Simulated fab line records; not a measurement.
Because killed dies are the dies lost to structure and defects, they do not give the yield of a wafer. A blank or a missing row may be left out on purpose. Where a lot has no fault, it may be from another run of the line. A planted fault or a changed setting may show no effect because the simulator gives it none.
fab line records	flow rit-cmos
record lots=15	wafers=45	last-day=7
route steps=202 shown ACTIVE@12 REOX@98 NSD@140 M1@185
lots untouched by any fault: they come from a run of this same line in which no faults occurred
start-h: start of the lot's first displayed wafer, in hours after the record's first day	wait-h: hours since the lot's step before	" the same as in the row above	L1.1+2: a single row standing in for several wafers	- either no value or no given start	* or withheld: withheld	< > ~ a bound
route shown NAME@n: a module of which the file shows steps, and the number in the route of the first	usual: mean/standard deviation of fault-free wafers	same: alike in all rows	chamber/n: place in a boat	sites: readings site by site	_std_site: the standard deviation of these	_edge_site: mean of outer sites minus mean of inner sites	radius-mm: how far each site lies from the wafer's centre	mask NAME#n: copy n	behind: the last tool/chamber to shape the wafer	hold: why the lot went on hold/how many hours it stayed there/how the hold came to an end	device: the transistor (n, p or np) that didn't switch	end of line: at the end of the route, the tests of the same wafers	a step given without rows: its recipe and nothing more	killed: count of dies lost to structure and defects at first sort (not the wafer's yield)	map: dies across one wafer; x = killed, . = not, _ = none there
set.NAME: the run value of the setting; set.NAME@STEP: its run value at that earlier step	model.NAME: the simulator's own value behind a step, which no gauge read
route steps across a sampled set of lots; one table per step, one row per wafer
services: from which hour (start-h, from the record's first day; less than 0 if before it) a tool's chamber was out of use, for how many hours, and why
## steps
# step RIT_ACTIVE_CD_MEAS_11
# recipe target-cd-nm=1400
# usual cd-nm=1400.0/2.1
lot.wafer	tool	chamber	start-h	wait-h	cd-nm
L253.1	cd-sem-02	-	25.68	-	1395.2
L253.2	"	-	"	"	1394.9
L253.4	"	-	"	"	1395.7
L254.4	cd-sem-01	-	30.88	-	1399.3
L254.5	"	-	"	"	1397.9
L254.6	"	-	"	"	1399.4
L255.2	cd-sem-01	-	36.59	-	1400.4
L255.4	"	-	"	"	1400.3
L255.5	"	-	"	"	1401.5
L256.3	cd-sem-01	-	42.21	-	1398.5
L256.4	"	-	"	"	1400.5
L256.6	"	-	"	"	1400.1
L257.2	cd-sem-01	-	46.79	-	1400.9
L257.5	"	-	"	"	1398.4
L257.6	"	-	"	"	1400.5
L258.1	cd-sem-01	-	54.33	-	1401.7
L258.2	"	-	"	"	1403.5
L258.3	"	-	"	"	1401.9
L259.2	cd-sem-02	-	56.19	-	1401.4
L259.3	"	-	"	"	1400.7
L259.6	"	-	"	"	1399.1
L260.3	cd-sem-02	-	59.60	-	1403.2
L260.5	"	-	"	"	1402.3
L260.6	"	-	"	"	1402.1
L261.3	cd-sem-02	-	65.73	-	1400.0
L261.4	"	-	"	"	1399.8
L261.6	"	-	"	"	1401.0
L262.2	cd-sem-02	-	70.56	-	1404.0
L262.5	"	-	"	"	1402.7
L262.6	"	-	"	"	1400.6
L263.1	cd-sem-02	-	78.98	-	1399.7
L263.3	"	-	"	"	1399.2
L263.5	"	-	"	"	1401.6
L264.2	cd-sem-02	-	82.27	-	1397.3
L264.3	"	-	"	"	1398.7
L264.5	"	-	"	"	1396.8
L265.1	cd-sem-02	-	85.21	-	1399.5
L265.3	"	-	"	"	1397.3
L265.5	"	-	"	"	1397.9
L269.2	cd-sem-02	-	105.51	-	1400.4
L269.3	"	-	"	"	1400.4
L269.4	"	-	"	"	1400.5
L271.4	cd-sem-02	-	115.66	-	1401.2
L271.5	"	-	"	"	1399.5
L271.6	"	-	"	"	1401.0
# step RIT_REOX_CLEAN_00
# recipe chemistry=SC1	mix=3:3:50	time-s=600	temp-c=75
lot.wafer	tool	chamber	start-h	wait-h
L253.1+2+4	wet-bench-02	1	57.67	0.1
L254.4+5+6	wet-bench-03	0	61.00	0.0
L255.2+4+5	wet-bench-01	3	69.49	0.1
L256.3+4+6	wet-bench-03	0	75.89	0.1
L257.2+5+6	wet-bench-03	0	81.14	0.1
L258.1+2+3	wet-bench-01	1	84.48	0.1
L259.2+3+6	wet-bench-02	3	85.10	0.1
L260.3+5+6	wet-bench-03	2	91.64	0.1
L261.3+4+6	wet-bench-03	2	98.09	0.1
L262.2+5+6	wet-bench-03	2	101.03	0.1
L263.1+3+5	wet-bench-03	0	107.17	0.1
L264.2+3+5	wet-bench-02	1	110.95	0.1
L265.1+3+5	wet-bench-01	2	112.67	0.1
L269.2+3+4	wet-bench-02	0	131.06	0.1
L271.4+5+6	wet-bench-01	3	140.83	0.0
# step RIT_NSD_STRIP_09
# recipe chemistry=O2	time-s=180	resist=NOVOLAK	platen-temp-c=withheld	power-w=500	pressure-mtorr=4000	o2-flow-sccm=4000
# usual drypump-motor-current-A=5.76/0.23
lot.wafer	tool	chamber	start-h	wait-h	drypump-motor-current-A	rf-hours-counter-h
L253.1	plasma-asher-03	1	67.91	0.1	5.73	42
L253.2	"	0	"	"	5.42	42
L253.4	"	1	"	"	5.74	-
L254.4	plasma-asher-01	1	73.20	0.1	6.06	-
L254.5	"	1	"	"	6.05	-
L254.6	"	0	"	"	5.72	-
L255.2	plasma-asher-02	0	83.05	0.1	5.78	28
L255.4	"	1	"	"	6.03	-
L255.5	"	0	"	"	5.79	-
L256.3	plasma-asher-01	0	88.35	0.1	5.71	-
L256.4	"	1	"	"	6.07	-
L256.6	"	0	"	"	5.73	-
L257.2	plasma-asher-03	0	91.20	0.1	5.37	45
L257.5	"	0	"	"	5.41	-
L257.6	"	1	"	"	5.75	-
L258.1	plasma-asher-02	1	94.80	0.1	6.04	30
L258.2	"	0	"	"	5.79	30
L258.3	"	1	"	"	6.01	-
L259.2	plasma-asher-03	0	96.68	0.1	5.39	45
L259.3	"	1	"	"	5.76	-
L259.6	"	0	"	"	5.39	-
L260.3	plasma-asher-03	1	102.06	0.1	5.73	-
L260.5	"	0	"	"	5.39	-
L260.6	"	1	"	"	5.76	-
L261.3	plasma-asher-03	0	108.24	0.1	5.40	-
L261.4	"	1	"	"	5.73	-
L261.6	"	1	"	"	5.75	-
L262.2	plasma-asher-02	0	112.47	0.1	5.78	32
L262.5	"	1	"	"	6.05	-
L262.6	"	0	"	"	5.80	-
L263.1	plasma-asher-03	1	118.04	0.1	5.73	0
L263.3	"	1	"	"	5.74	-
L263.5	"	0	"	"	5.41	-
L264.2	plasma-asher-01	1	122.43	0.1	6.09	47
L264.3	"	0	"	"	5.74	-
L264.5	"	0	"	"	5.75	-
L265.1	plasma-asher-03	1	123.89	0.1	5.72	1
L265.3	"	0	"	"	5.39	-
L265.5	"	1	"	"	5.72	-
L269.2	plasma-asher-03	1	147.14	0.1	5.73	3
L269.3	"	1	"	"	5.72	-
L269.4	"	0	"	"	5.39	-
L271.4	plasma-asher-01	1	150.53	0.1	6.06	-
L271.5	"	1	"	"	6.03	-
L271.6	"	0	"	"	5.71	-
# step RIT_M1_RS_MEAS_01
# recipe thk-meas-gauge=four-point-probe	reads=Al_of_M1_SPUTTER_00
# usual M1_AL_RS=0.0732/0.00058
lot.wafer	tool	chamber	start-h	wait-h	M1_AL_RS[ohm/sq]
L253.1	film-metro-03	-	73.56	0.1	0.0729
L253.2	"	-	"	"	0.0730
L253.4	"	-	"	"	0.0730
L254.4	film-metro-03	-	79.01	0.2	0.0726
L254.5	"	-	"	"	0.0728
L254.6	"	-	"	"	0.0727
L255.2	film-metro-02	-	89.02	0.2	0.0735
L255.4	"	-	"	"	0.0727
L255.5	"	-	"	"	0.0727
L256.3	film-metro-01	-	94.48	0.2	0.0737
L256.4	"	-	"	"	0.0747
L256.6	"	-	"	"	0.0747
L257.2	film-metro-03	-	97.41	0.2	0.0730
L257.5	"	-	"	"	0.0727
L257.6	"	-	"	"	0.0724
L258.1	film-metro-03	-	100.88	0.1	0.0733
L258.2	"	-	"	"	0.0733
L258.3	"	-	"	"	0.0729
L259.2	film-metro-02	-	102.64	0.2	0.0734
L259.3	"	-	"	"	0.0729
L259.6	"	-	"	"	0.0729
L260.3	film-metro-03	-	108.10	0.2	0.0723
L260.5	"	-	"	"	0.0723
L260.6	"	-	"	"	0.0727
L261.3	film-metro-01	-	114.16	0.2	0.0727
L261.4	"	-	"	"	0.0732
L261.6	"	-	"	"	0.0725
L262.2	film-metro-01	-	118.68	0.2	0.0728
L262.5	"	-	"	"	0.0735
L262.6	"	-	"	"	0.0737
L263.1	film-metro-03	-	124.22	0.1	0.0728
L263.3	"	-	"	"	0.0731
L263.5	"	-	"	"	0.0731
L264.2	film-metro-02	-	128.24	0.2	0.0741
L264.3	"	-	"	"	0.0738
L264.5	"	-	"	"	0.0738
L265.1	film-metro-01	-	129.66	0.1	0.0732
L265.3	"	-	"	"	0.0735
L265.5	"	-	"	"	0.0729
L269.2	film-metro-02	-	152.96	0.2	0.0730
L269.3	"	-	"	"	0.0728
L269.4	"	-	"	"	0.0726
L271.4	film-metro-03	-	156.37	0.2	0.0737
L271.5	"	-	"	"	0.0737
L271.6	"	-	"	"	0.0746
# step RIT_M1_PROBE_99
# usual killed-at-contacts=0.1/0.37	killed-at-front-end=6.9/2.9	killed-dies=7.1/2.9	killed-open=3.3/1.8	killed-short=3.6/2.2
# same gross-dies=264	killed_at_M0_to_M3=0	killed_at_M4_up=0	killed-at-back-side=0	killed-at-other=0
lot.wafer	tool	chamber	start-h	wait-h	killed-at-contacts	killed-at-front-end	killed-dies	killed-open	killed-short
L261.3	prober-01	-	118.14	0.2	0	46	46	3	3
L261.4	prober-01	-	118.19	0.2	0	44	44	4	1
L261.6	prober-01	-	118.29	0.2	0	44	44	4	3
L262.2	prober-02	-	122.74	0.1	0	44	44	2	2
L262.5	prober-02	-	122.89	0.2	0	46	46	1	1
L262.6	prober-02	-	122.94	0.2	0	43	43	4	2
L263.1	prober-01	-	127.98	0.1	0	41	41	2	2
L263.3	prober-01	-	128.08	0.2	0	41	41	4	2
L263.5	prober-01	-	128.18	0.2	0	44	44	1	4
L264.2	prober-02	-	132.02	0.1	0	11	11	4	7
L264.3	prober-02	-	132.07	0.2	0	5	5	3	2
L264.5	prober-02	-	132.17	0.2	0	7	7	3	4
L265.1	prober-01	-	133.47	0.1	0	6	6	4	2
L265.3	prober-01	-	133.57	0.2	0	5	5	1	4
L265.5	prober-01	-	133.67	0.2	0	4	4	2	2
L269.2	prober-01	-	156.71	0.1	0	14	14	3	11
L269.3	prober-01	-	156.76	0.2	2	12	14	4	9
L269.4	prober-01	-	156.81	0.2	1	8	9	4	4
# killed by level:class
L261.3 REOX:unspecified=40 FOX2:geometric-particle:short=2 FOX2:geometric-particle:open=1 GATE:geometric-particle:short=1 GATE:geometric-particle:open=1 REOX:geometric-particle:open=1
L261.4 REOX:unspecified=39 REOX:geometric-particle:open=2 FOX2:geometric-particle:open=1 GATE:geometric-particle:open=1 REOX:geometric-particle:short=1
L261.6 REOX:unspecified=37 FOX1:geometric-particle:open=2 FOX2:geometric-particle:short=2 FOX1:geometric-particle:short=1 REOX:geometric-particle:open=1 SILICIDE:geometric-particle:open=1
L262.2 REOX:unspecified=40 FOX2:geometric-particle:open=1 FOX2:geometric-particle:short=1 GATE:geometric-particle:short=1 SPACER:geometric-particle:open=1
L262.5 REOX:unspecified=44 FOX1:geometric-particle:open=1 SPACER:geometric-particle:short=1
L262.6 REOX:unspecified=37 GATE:geometric-particle:open=3 GATE:geometric-particle:short=1 REOX:geometric-particle:short=1 REOX:geometric-particle:open=1
L263.1 REOX:unspecified=37 GATE:geometric-particle:open=1 REOX:geometric-particle:short=1 SPACER:geometric-particle:short=1 SPACER:geometric-particle:open=1
L263.3 REOX:unspecified=35 SPACER:geometric-particle:open=3 GATE:geometric-particle:open=1 GATE:geometric-particle:short=1 REOX:geometric-particle:short=1
L263.5 REOX:unspecified=39 SILICIDE:geometric-particle:short=2 GATE:geometric-particle:open=1 GATE:geometric-particle:short=1 REOX:geometric-particle:short=1
L264.2 FOX1:geometric-particle:short=3 GATE:geometric-particle:short=2 SILICIDE:geometric-particle:short=2 FOX1:geometric-particle:open=1 FOX2:geometric-particle:open=1 GATE:geometric-particle:open=1 SILICIDE:geometric-particle:open=1
L264.3 SPACER:geometric-particle:open=2 GATE:geometric-particle:short=1 REOX:geometric-particle:short=1 REOX:geometric-particle:open=1
L264.5 GATE:geometric-particle:short=2 SPACER:geometric-particle:open=2 GATE:geometric-particle:open=1 REOX:geometric-particle:short=1 SILICIDE:geometric-particle:short=1
L265.1 GATE:geometric-particle:open=3 FOX2:geometric-particle:short=2 FOX2:geometric-particle:open=1
L265.3 FOX2:geometric-particle:short=3 REOX:geometric-particle:open=1 REOX:geometric-particle:short=1
L265.5 GATE:geometric-particle:open=2 SPACER:geometric-particle:short=2
L269.2 GATE:geometric-particle:short=5 SILICIDE:geometric-particle:short=3 REOX:geometric-particle:short=2 FOX1:geometric-particle:short=1 REOX:geometric-particle:open=1 SPACER:geometric-particle:open=1 SILICIDE:geometric-particle:open=1
L269.3 GATE:geometric-particle:short=3 GATE:geometric-particle:open=2 SPACER:geometric-particle:short=2 SILICIDE:geometric-particle:short=2 REOX:geometric-particle:short=1 SPACER:geometric-particle:open=1 SILICIDE:geometric-particle:open=1 CONTACT:geometric-particle:short=1
L269.4 GATE:geometric-particle:open=2 FOX1:geometric-particle:short=1 GATE:geometric-particle:short=1 REOX:geometric-particle:short=1 SPACER:geometric-particle:short=1 SPACER:geometric-particle:open=1 SILICIDE:geometric-particle:open=1 CONTACT:coat-microbubble-printed=1
## services
tool	chamber	start-h	hours	kind
plasma-asher-02	-	58.08	9.8	repair
plasma-asher-02	-	67.84	9.9	pm
plasma-asher-03	-	108.75	9.0	pm
plasma-asher-03	0	108.75	9.0	vent-cycle
plasma-asher-03	1	108.75	9.0	vent-cycle
plasma-asher-03	0	117.75	-	clean
plasma-asher-03	1	117.75	-	clean
## key
first-sign step=RIT_M1_PROBE_99	reading=killed-at-front-end	direction=up	sigmas=13	usual=6.9	struck=43.7
effect step=RIT_M1_PROBE_99	reading=killed-dies	direction=up	sigmas=13	usual=7.1	struck=43.7
met-at RIT_REOX_CLEAN_00
struck-lots L261,L262,L263
tester-left-out L261,L262,L263
not-acting-at RIT_ACTIVE_CD_MEAS_11,RIT_NSD_STRIP_09,RIT_M1_RS_MEAS_01
onset-between 91.64 98.09
fault kind=chamber-particle-source	tool=wet-bench-03	chamber=-	onset-h=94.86	steps=RIT_REOX_CLEAN_00	rate-per-visit-cm2=2.045	end-h=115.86
# tester-left-out: of these lots the tester's yield and bins aren't shown, on N5 and GAA mostly nor the transistor test; their killed dies are dies lost to structure and defects alone, not to doping, threshold or leakage, so they don't give the yield
